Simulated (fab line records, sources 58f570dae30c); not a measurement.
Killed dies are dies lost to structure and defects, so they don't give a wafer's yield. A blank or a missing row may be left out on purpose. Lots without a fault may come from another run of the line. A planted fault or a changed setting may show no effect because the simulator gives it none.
Which tool did it? | flow berkeley_cmos170 | 14 lots, 42 wafers sampled, at 3 steps of a route of 331

WHAT THE GAUGES READ, wafer by wafer
UCB170_NWELL_THK_MEAS_02. Usual: NWELL_OXIDE_THK 26.5 nm, standard deviation 0.5.
lot  | measured    | on            | NWELL_OXIDE_THK (nm) | flag
L686 | day 1 23:04 | film_metro-01 | 26.4 26.4 26.1       |
L688 | day 2 14:47 | film_metro-04 | 26.4 26.6 26.3       |
L689 | day 2 14:48 | film_metro-03 | 26.7 26.5 26.7       |
L690 | day 2 23:59 | film_metro-04 | 27.7 27.0 27.3       |
L691 | day 3 07:11 | film_metro-01 | 27.4 27.5 27.5       |
L692 | day 3 07:11 | film_metro-04 | 26.5 26.5 26.9       |
L693 | day 3 20:00 | film_metro-04 | 26.3 26.8 26.7       |
L695 | day 3 20:00 | film_metro-01 | 27.1 26.9 27.1       |
L697 | day 4 08:11 | film_metro-04 | 26.5 25.8 26.1       |
L696 | day 4 08:12 | film_metro-03 | 26.2 26.5 26.1       |
L698 | day 4 14:53 | film_metro-01 | 26.7 26.4 26.3       |
L703 | day 5 13:02 | film_metro-04 | 25.8 26.8 26.3       |
L704 | day 5 21:18 | film_metro-04 | 26.1 26.5 26.7       |
L708 | day 6 14:26 | film_metro-04 | 27.2 27.5 27.1       |

UCB170_GATE_THK_MEAS_02. Usual: GATE_OXIDE_THK 6.55 nm, standard deviation 0.11.
lot  | measured     | on            | GATE_OXIDE_THK (nm) | flag
L686 | day 6 18:28  | film_metro-04 | 6.42 6.48 6.47      |
L688 | day 7 07:32  | film_metro-03 | 6.56 6.44 6.62      |
L689 | day 7 07:33  | film_metro-04 | 6.51 6.44 6.47      |
L690 | day 7 20:19  | film_metro-02 | 6.37 6.36 6.35      |
L691 | day 7 20:19  | film_metro-03 | 6.51 6.52 6.48      |
L692 | day 7 20:19  | film_metro-04 | 6.47 6.40 6.46      |
L693 | day 8 18:13  | film_metro-04 | 6.64 6.71 6.65      |
L695 | day 8 18:17  | film_metro-04 | 6.82 6.59 6.61      |
L697 | day 9 01:20  | film_metro-02 | 6.41 6.61 6.48      |
L696 | day 9 01:22  | film_metro-03 | 6.61 6.41 6.43      |
L698 | day 9 06:07  | film_metro-04 | 6.61 6.57 6.66      |
L703 | day 10 12:27 | film_metro-03 | 6.53 6.42 6.34      |
L704 | day 10 12:26 | film_metro-02 | 6.65 6.42 6.46      |
L708 | day 11 13:59 | film_metro-03 | 6.52 6.50 6.77      |

WHICH TOOL RAN EACH LOT (tool, then ch and the chambers of the sampled wafers, then the start)
lot  | UCB170_PWELL_IMPLANT_15
L686 | implanter-02 ch 0, day 3 05:17
L688 | implanter-02 ch 0, day 3 23:32
L689 | implanter-01 ch 0, day 3 23:32
L690 | implanter-04 ch 0, day 4 07:12
L691 | implanter-01 ch 0, day 4 11:49
L692 | implanter-02 ch 0, day 4 12:01
L693 | implanter-01 ch 0, day 5 02:21
L695 | implanter-04 ch 0, day 5 02:13
L697 | implanter-02 ch 0, day 5 11:20
L696 | implanter-04 ch 0, day 5 11:46
L698 | implanter-01 ch 0, day 5 19:09
L703 | implanter-01 ch 0, day 6 19:01
L704 | implanter-01 ch 0, day 7 01:20
L708 | implanter-04 ch 0, day 7 22:37
- UCB170_PWELL_IMPLANT_15

WHAT THE TOOLS THEMSELVES READ (means of the sampled wafers that have a number; where no wafer has one, the mark that the record gives instead)
UCB170_PWELL_IMPLANT_15. Usual: tilt_deg 7.000 degrees, standard deviation 0.018.
lot  | tool         | tilt_deg (degrees) | flag
L686 | implanter-02 | 6.991              |
L688 | implanter-02 | 6.990              |
L689 | implanter-01 | 7.012              |
L690 | implanter-04 | 7.030              |
L691 | implanter-01 | 6.984              |
L692 | implanter-02 | 6.998              |
L693 | implanter-01 | 7.018              |
L695 | implanter-04 | 7.002              |
L697 | implanter-02 | 6.993              |
L696 | implanter-04 | 7.006              |
L698 | implanter-01 | 6.986              |
L703 | implanter-01 | 4.970              | OFF
L704 | implanter-01 | 4.981              | OFF
L708 | implanter-04 | 6.974              |

THE ANSWER, worked out from the rows above alone
Rule: a lot is off if the mean of its wafers that have a number lies more than 3 standard deviations from the usual mean. A lot without any number at a reading at which 4 lots or more have one is off too. The other lots that the step has rows for count as sound. The gauges are gone through in route order, then the tools' own readings, and for those a lot's mean is taken as printed above. The first step at which some lot is off is used, and at that step the reading that is off furthest; a lot without a number counts as furthest.
Off: L703, L704, at UCB170_PWELL_IMPLANT_15 (tilt_deg).
A tool fits if, at that step or a process step before it, it ran every lot that is off, and no sound lot after the first of them. One fits: implanter-01 at UCB170_PWELL_IMPLANT_15. Its last sound lot is L698 (day 5 19:09), its first lot that is off L703 (day 6 19:01): a fault that began between those two fits.
The tool's own readings at UCB170_PWELL_IMPLANT_15 bear it out: on the lots that are off they differ by more than 5 times the standard deviation of the sound lots' means. tilt_deg reads 4.976 degrees there against 6.999 degrees on the sound lots.

WHAT THE SIMULATOR HAD PUT IN
Process parameter drift: implanter-01, from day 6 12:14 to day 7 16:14, at UCB170_PWELL_IMPLANT_15. Setting tilt_deg, moved by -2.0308, from 7. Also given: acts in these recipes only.
Lots struck among those shown: L703, L704. The rule above found the same.
